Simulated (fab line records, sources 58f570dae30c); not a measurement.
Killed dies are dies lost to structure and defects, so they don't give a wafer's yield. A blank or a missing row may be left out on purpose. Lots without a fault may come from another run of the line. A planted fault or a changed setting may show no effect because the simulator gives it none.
Which tool did it? | flow berkeley_cmos170 | 15 lots, 45 wafers sampled, at 2 steps of a route of 331

WHAT THE GAUGES READ, wafer by wafer
The record holds no reading of a measuring or inspecting step that can be judged against a usual standard deviation.

WHICH TOOL RAN EACH LOT (tool, then ch and the chambers of the sampled wafers, then the start)
lot  | UCB170_NWELL_ETCH_13              | UCB170_NWELL_STRIP_15
L371 | rie_diel-01 ch 0,2,3, day 2 14:03 | plasma_asher-02 ch 0,1, day 2 14:20
L373 | rie_diel-01 ch 0,1,3, day 3 05:03 | plasma_asher-03 ch 0,1, day 3 05:18
L376 | rie_diel-01 ch 1,2, day 3 10:08   | plasma_asher-02 ch 0,1, day 3 10:23
L378 | rie_diel-01 ch 2,3, day 3 23:53   | plasma_asher-02 ch 0,1, day 4 00:08
L379 | rie_diel-02 ch 1,2,3, day 4 06:30 | plasma_asher-04 ch 0,1, day 4 06:45
L380 | rie_diel-03 ch 1,2,3, day 4 13:15 | plasma_asher-03 ch 0,1, day 4 13:30
L381 | rie_diel-01 ch 0,1,2, day 4 13:29 | plasma_asher-04 ch 0,1, day 4 13:47
L382 | rie_diel-01 ch 0,1,2, day 4 20:44 | plasma_asher-03 ch 0,1, day 4 20:59
L387 | rie_diel-03 ch 1,2, day 5 22:47   | plasma_asher-02 ch 0,1, day 5 23:02
L388 | rie_diel-02 ch 0,1,2, day 5 22:57 | plasma_asher-04 ch 0,1, day 5 23:12
L389 | rie_diel-03 ch 0,2,3, day 6 11:50 | plasma_asher-03 ch 0,1, day 6 12:05
L391 | rie_diel-02 ch 0,2, day 6 19:32   | plasma_asher-03 ch 0,1, day 6 19:47
L392 | rie_diel-01 ch 0,1, day 7 09:50   | plasma_asher-04 ch 0,1, day 7 10:08
L393 | rie_diel-02 ch 0,1,2, day 7 10:07 | plasma_asher-03 ch 0,1, day 7 10:23
L394 | rie_diel-03 ch 1,3, day 7 21:17   | plasma_asher-04 ch 0,1, day 7 21:32
- UCB170_NWELL_ETCH_13: etches Si3N4 in CH3F/Ar/O2, stops on SiO2, target depth 246.4 nm, time 154 s.
- UCB170_NWELL_STRIP_15: strips in O2.

WHAT THE TOOLS THEMSELVES READ (means of the sampled wafers that have a number; where no wafer has one, the mark that the record gives instead)
UCB170_NWELL_ETCH_13.
lot  | tool        | drypump_motor_current_A (A) | oes_product_au (a.u.) | rf_fwd_power_W (W) | throttle_valve_pct (%)
L371 | rie_diel-01 | 5.5                         | 0.940                 | 446.4              | 8.10
L373 | rie_diel-01 | 5.3                         | 0.943                 | 448.7              | 7.98
L376 | rie_diel-01 | 5.8                         | 0.950                 | 449.0              | 8.12
L378 | rie_diel-01 | 5.1                         | 0.948                 | 520.2              | 8.14
L379 | rie_diel-02 | 5.4                         | 0.948                 | 449.4              | 8.09
L380 | rie_diel-03 | 6.1                         | 0.957                 | 449.4              | 8.02
L381 | rie_diel-01 | 5.7                         | 0.944                 | 520.0              | 8.04
L382 | rie_diel-01 | 5.7                         | 0.951                 | 519.5              | 8.04
L387 | rie_diel-03 | 6.4                         | 0.961                 | 446.8              | 8.07
L388 | rie_diel-02 | 5.6                         | 0.950                 | 447.4              | 8.12
L389 | rie_diel-03 | 5.9                         | 0.951                 | 447.7              | 8.01
L391 | rie_diel-02 | 5.8                         | 0.936                 | 450.5              | 8.11
L392 | rie_diel-01 | 5.6                         | 0.951                 | 448.3              | 7.93
L393 | rie_diel-02 | 5.6                         | 0.950                 | 447.5              | 8.13
L394 | rie_diel-03 | 5.9                         | 0.956                 | 446.9              | 7.99

UCB170_NWELL_STRIP_15.
lot  | tool            | drypump_motor_current_A (A) | oes_product_au (a.u.) | strip_time_to_endpoint_s (s)
L371 | plasma_asher-02 | 5.6                         | 0.717                 | 18.02
L373 | plasma_asher-03 | 5.6                         | 0.720                 | 18.11
L376 | plasma_asher-02 | 5.5                         | 0.717                 | 17.99
L378 | plasma_asher-02 | 5.5                         | 0.720                 | 17.71
L379 | plasma_asher-04 | 6.2                         | 0.720                 | 18.00
L380 | plasma_asher-03 | 5.6                         | 0.720                 | 18.15
L381 | plasma_asher-04 | 6.0                         | 0.719                 | 17.76
L382 | plasma_asher-03 | 5.7                         | 0.718                 | 17.73
L387 | plasma_asher-02 | 5.6                         | 0.721                 | 18.05
L388 | plasma_asher-04 | 6.2                         | 0.721                 | 18.13
L389 | plasma_asher-03 | 5.7                         | 0.723                 | 18.05
L391 | plasma_asher-03 | 5.7                         | 0.723                 | 18.02
L392 | plasma_asher-04 | 6.2                         | 0.720                 | 18.09
L393 | plasma_asher-03 | 5.7                         | 0.718                 | 18.04
L394 | plasma_asher-04 | 6.1                         | 0.720                 | 18.18

THE ANSWER, worked out from the rows above alone
Rule: what is usual is taken from the lots themselves. Put in order of their means at a reading, lots are off if they are a third of the lots or fewer, leave a main group of 4 or more, and stand apart from it by a gap of 3 or more times the standard deviation of the main group's means; of several such gaps the widest counts. A main group whose means are all the same, to the digits that the tables above print for the reading, isn't used. A lot without any number at a reading at which 4 lots or more have one is off too. The other lots that the step has rows for count as sound. The gauges are gone through in route order, then the tools' own readings, and for those a lot's mean is taken as printed above. The first step at which some lot is off is used, and at that step the reading that is off furthest; a lot without a number counts as furthest.
Off: L378, L381, L382, at UCB170_NWELL_ETCH_13 (rf_fwd_power_W). The main group: mean 448.2 W, standard deviation 1.2.
A tool fits if, at that step or a process step before it, it ran every lot that is off, and no sound lot after the first of them. None of those tried fits.

WHAT THE SIMULATOR HAD PUT IN
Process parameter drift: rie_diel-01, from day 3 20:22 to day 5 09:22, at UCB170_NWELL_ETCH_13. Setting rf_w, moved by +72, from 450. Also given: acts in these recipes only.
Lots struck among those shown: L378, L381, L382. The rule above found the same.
